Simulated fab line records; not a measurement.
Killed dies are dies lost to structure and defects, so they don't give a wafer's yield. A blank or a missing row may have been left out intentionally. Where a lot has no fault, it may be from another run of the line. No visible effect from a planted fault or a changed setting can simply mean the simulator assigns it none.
2 desks, one fault || flow berkeley cmos170 || each desk holds nothing but its own numbers, with what lay behind them at the end

== AT THE METROLOGY DESK ==
What the gauges read for every lot (on any tool): the sampled wafers with a number, averaged. Any lot whose mean is over 4 standard deviations away from the usual mean is out of limits and marked OUT; that distance is given in the brackets.
Columns: A = cd nm at UCB170_NSD_CD_MEAS_06, usual 1200.6 nm; B = M1_AL_RS at UCB170_M1_RS_MEAS_01, usual 0.0485 ohm/sq; C = M1_AL_THK at UCB170_M1_THK_MEAS_02, usual 597 nm; D = V2_OVL at UCB170_V2_OVL_MEAS_13, usual -7 nm
{"lot": "L422", "first seen here": "day 6 23:37", "A": 1200.5, "B": 0.0489, "C": 595, "D": -17}
{"lot": "L421", "first seen here": "day 6 23:50", "A": 1198.7, "B": 0.0480, "C": 598, "D": -5}
{"lot": "L423", "first seen here": "day 7 05:24", "A": 1202.5, "B": 0.0481, "C": 602, "D": -7}
{"lot": "L426", "first seen here": "day 7 13:43", "A": 1200.0, "B": 0.0493, "C": 590, "D": -7}
{"lot": "L424", "first seen here": "day 7 14:00", "A": 1200.1, "B": 0.0495, "C": 582, "D": -2}
{"lot": "L425", "first seen here": "day 7 14:47", "A": 1200.3, "B": 0.0484, "C": 599, "D": -9}
{"lot": "L428", "first seen here": "day 8 03:01", "A": 1199.5, "B": 0.0486, "C": 597, "D": -10}
{"lot": "L427", "first seen here": "day 8 03:04", "A": 1201.5, "B": 0.0483, "C": 596, "D": -8}
{"lot": "L432", "first seen here": "day 8 18:23", "A": 1200.7, "B": 0.0487, "C": 588, "D": -14}
{"lot": "L436", "first seen here": "day 9 22:19", "A": 1199.7, "B": "0.0374 (-23) OUT", "C": "768 (+25) OUT", "D": -9}
{"lot": "L437", "first seen here": "day 9 23:07", "A": 1201.4, "B": "0.0374 (-23) OUT", "C": "772 (+25) OUT", "D": -10}
{"lot": "L439", "first seen here": "day 10 10:37", "A": 1200.3, "B": 0.0479, "C": 609, "D": -9}
{"lot": "L440", "first seen here": "day 10 10:49", "A": 1199.5, "B": 0.0488, "C": 589, "D": -14}
{"lot": "L443", "first seen here": "day 11 11:24", "A": 1200.1, "B": 0.0487, "C": 596, "D": -12}
This desk finds L436, L437 out of limits, with the earliest case on L436 at day 10 05:16 (M1_AL_RS at UCB170_M1_RS_MEAS_01). In limits: L422, L421, L423, L426, L424, L425, L428, L427, L432, L439, L440, L443.

== THE TOOL OWNER'S DESK: pvd sputter-03 ==
The tool's own readings at UCB170_M1_SPUTTER_00 (material Al, target thk 600 nm, time 80 s): means of the sampled wafers that have a number, for each lot that ran on this tool. Any lot whose mean is over 4 standard deviations away from the usual mean is out of limits and marked OUT; that distance is given in the brackets.
Columns: A = throttle valve pct at UCB170_M1_SPUTTER_00, usual 30.8 %
{"lot": "L427", "first seen here": "day 8 11:31", "A": 31.0}
{"lot": "L436", "first seen here": "day 10 05:12", "A": 32.1}
{"lot": "L437", "first seen here": "day 10 07:10", "A": 31.9}
This desk's finding: nothing out of limits on any of the 3 lots.

== TAKEN TOGETHER ==
At day 10 05:16 the metrology desk could have sounded an alarm, on L436, L437.
Nothing out of limits was seen by the tool owner's desk.
The tool owner's desk has L436, L437 on record, within its limits.
The lots listed all ran UCB170_M1_SPUTTER_00 on pvd sputter-03.

== WHAT THE SIMULATOR HAD PUT IN ==
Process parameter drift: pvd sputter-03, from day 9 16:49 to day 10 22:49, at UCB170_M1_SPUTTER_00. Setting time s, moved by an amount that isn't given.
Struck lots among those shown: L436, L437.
Delay in hours, fault start to first out-of-limits reading, per desk: metrology desk 12.
